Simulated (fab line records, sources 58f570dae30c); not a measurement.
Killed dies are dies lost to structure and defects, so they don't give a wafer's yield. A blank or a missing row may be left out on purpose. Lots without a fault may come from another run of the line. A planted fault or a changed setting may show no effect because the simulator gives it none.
Which tool did it? | flow berkeley_cmos170 | 7 lots, 21 wafers sampled, at 4 steps of a route of 331

WHAT THE GAUGES READ, wafer by wafer
UCB170_M3_RS_MEAS_02: measures by four-point-probe.
lot  | measured     | on            | M3_AL_RS (ohm/sq)
L237 | day 8 01:14  | film_metro-01 | 0.0327 0.0327 0.0329
L241 | day 8 21:57  | film_metro-01 | 0.0319 0.0316 0.0318
L245 | day 9 18:41  | film_metro-04 | 0.0321 0.0324 0.0317
L255 | day 11 18:25 | film_metro-01 | 0.0324 0.0326 0.0321
L257 | day 12 00:43 | film_metro-04 | 0.0319 0.0320 0.0324
L258 | day 12 20:20 | film_metro-01 | 0.0313 0.0313 0.0313

WHICH TOOL RAN EACH LOT (tool, then ch and the chambers of the sampled wafers, then the start)
lot  | UCB170_SDANNEAL_RTA_00           | UCB170_V2_CVD_00                | UCB170_V2_ETCH_14
L237 | rtp_anneal-01 ch 0, day 7 01:34  | pecvd-03 ch 0,1, day 7 22:32    | rie_diel-03 ch 0,1,3, day 8 00:40
L241 | rtp_anneal-01 ch 0, day 7 22:02  | pecvd-02 ch 0,1,2, day 8 19:08  | rie_diel-03 ch 0,3, day 8 21:20
L245 | rtp_anneal-02 ch 0, day 8 16:10  | pecvd-03 ch 0,1,2, day 9 15:48  | rie_diel-03 ch 0,1,3, day 9 18:07
L244 | rtp_anneal-01, day 8 17:19       | -                               | -
L255 | rtp_anneal-02 ch 0, day 10 19:10 | pecvd-02 ch 0,1,2, day 11 15:05 | rie_diel-01 ch 0,2,3, day 11 17:52
L257 | rtp_anneal-02 ch 0, day 11 00:35 | pecvd-03 ch 0,2, day 11 22:18   | rie_diel-01 ch 0,3, day 12 00:10
L258 | rtp_anneal-02 ch 0, day 11 20:57 | pecvd-03 ch 0,1,2, day 12 16:15 | rie_diel-03 ch 0,1,2, day 12 19:43
- UCB170_SDANNEAL_RTA_00: time 10 s.
- UCB170_V2_CVD_00: deposits SiO2 from TEOS/O2, target thk 2000 nm, time 250 s.
- UCB170_V2_ETCH_14: etches SiO2 in CHF3/CF4/Ar, stops on Al, target depth 1250 nm, time 291 s.

THE ANSWER, worked out from the rows above alone
Rule: what is usual is taken from the lots themselves. Put in order of their means at a reading, lots are off if they are a third of the lots or fewer, leave a main group of 4 or more, and stand apart from it by a gap of 3 or more times the standard deviation of the main group's means; of several such gaps the widest counts. A main group whose means are all the same, to the digits that the tables above print for the reading, isn't used. A lot without any number at a reading at which 4 lots or more have one is off too. The other lots that the step has rows for count as sound.
No lot is off at any reading shown: from this, nothing can be told.

WHAT THE SIMULATOR HAD PUT IN
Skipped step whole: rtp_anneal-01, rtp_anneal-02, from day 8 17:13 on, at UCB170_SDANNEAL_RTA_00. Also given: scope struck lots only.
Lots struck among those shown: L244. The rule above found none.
